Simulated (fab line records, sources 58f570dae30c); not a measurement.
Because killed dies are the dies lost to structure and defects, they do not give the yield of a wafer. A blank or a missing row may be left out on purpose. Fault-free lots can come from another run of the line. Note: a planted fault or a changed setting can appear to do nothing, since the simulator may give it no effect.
Split-lot trial | flow berkeley_cmos170 | 23 wafers read across 5 lots, on a route 331 steps long

== SPLIT DETAILS ==
At UCB170_BACKSIDE_STRIP_03 (strips in O2), the setting power_w was moved away from the recipe's 400 W on 6 of the 23 wafers read, by -7.5% to +7.4%. This setting was run at the recipe's value on the other wafers.

The reading comes from the split's own step.

== THE READING ==
oes_product_au, in a.u., at UCB170_BACKSIDE_STRIP_03 (strips in O2). Fault-free wafers of this fab line usually give 0.734 a.u., standard deviation 0.0048 a.u.

wafer  | tool, chamber at the split | power_w as run, W | against the recipe | oes_product_au, a.u. | against lot-mates on the recipe
L075.3 | plasma_asher-03, 1         | 400               | recipe             | 0.737                | -
L075.4 | plasma_asher-03, 0         | 400               | recipe             | 0.737                | -
L075.6 | plasma_asher-03, 0         | 400               | recipe             | 0.739                | -
L078.1 | plasma_asher-04, 1         | 400               | recipe             | 0.731                | -
L078.2 | plasma_asher-04, 0         | 400               | recipe             | 0.728                | -
L078.3 | plasma_asher-04, 1         | 400               | recipe             | 0.735                | -
L078.4 | plasma_asher-04, 0         | 400               | recipe             | 0.733                | -
L078.6 | plasma_asher-04, 1         | 400               | recipe             | 0.737                | -
L080.1 | plasma_asher-03, 0         | 400               | recipe             | 0.728                | -
L080.2 | plasma_asher-03, 1         | 370.2             | -7.5%              | 0.706                | -0.027
L080.4 | plasma_asher-03, 0         | 370.2             | -7.5%              | 0.699                | -0.034
L080.5 | plasma_asher-03, 1         | 400               | recipe             | 0.736                | -
L080.6 | plasma_asher-03, 0         | 400               | recipe             | 0.736                | -
L076.2 | plasma_asher-01, 1         | 400               | recipe             | 0.738                | -
L076.3 | plasma_asher-01, 1         | 400               | recipe             | 0.737                | -
L076.4 | plasma_asher-01, 0         | 418.7             | +4.7%              | 0.757                | +0.020
L076.5 | plasma_asher-01, 1         | 418.7             | +4.7%              | 0.746                | +0.009
L076.6 | plasma_asher-01, 0         | 400               | recipe             | 0.737                | -
L083.1 | plasma_asher-01, 0         | 429.7             | +7.4%              | 0.766                | +0.032
L083.2 | plasma_asher-01, 1         | 400               | recipe             | 0.727                | -
L083.4 | plasma_asher-01, 0         | 400               | recipe             | 0.739                | -
L083.5 | plasma_asher-01, 0         | 429.7             | +7.4%              | 0.765                | +0.031
L083.6 | plasma_asher-01, 1         | 400               | recipe             | 0.735                | -

THE FIT
A straight line over all 23 wafers: oes_product_au changes by +0.00414 a.u. for each +1% of power_w; r = +0.96; the points scatter about the line by 0.004 a.u.
The same after taking each lot's own level away (the mean of its wafers on the recipe; 23 wafers): +0.00403 a.u. for each +1%; r = +0.97; scatter 0.0038 a.u.
That fit puts the effect of the largest move of power_w on the reading at 0.03 a.u.
The lots' own levels span 0.7328 to 0.7377 a.u., that is 1.0 times the standard deviation above.
The two slopes are in agreement: the lot-to-lot level therefore moves the slope only a little.
Check: -0.0315 a.u. against its lot-mates is what the line predicts for one of the wafers moved furthest among these (-7.5%) when that wafer is left out of the fit. Against them it came out at -0.0273 a.u.
Tool readings at the split's step, against how far the setting was moved: oes_product_au r = +0.96; strip_time_to_endpoint_s r = -0.99.

== OTHER SPLITS APPLIED TO THESE WAFERS ==
Note: prior to the reading, these wafers also went through further splits. Each is held against what the fit with the lots' levels taken away leaves over:
other split on the same wafers    | wafers away from the commonest value | r with oes_product_au (lot level and that fit taken away)
UCB170_NLDD_COAT_01 resist_thk_nm | 7                                    | +0.03
UCB170_SPACER_CVD_00 time_s       | 5                                    | -0.31
UCB170_PSD_PEB_04 peb_temp_c      | 7                                    | -0.03
UCB170_NSD_COAT_01 resist_thk_nm  | 5                                    | +0.15

== THE WHOLE CHAIN: every reading that the file lists as answering this split, in the file's order ==
step                     | what it does | reading                  | change (the file's fit)                 | r (the file's)
UCB170_BACKSIDE_STRIP_03 | strips in O2 | oes_product_au           | +0.004 a.u. for each +1% of the setting | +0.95
UCB170_BACKSIDE_STRIP_03 | strips in O2 | strip_time_to_endpoint_s | withheld for each +1% of the setting    | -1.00

== THE FILE'S OWN FIT ==
oes_product_au changes by +0.004 a.u. for each +1% of power_w, r = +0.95.
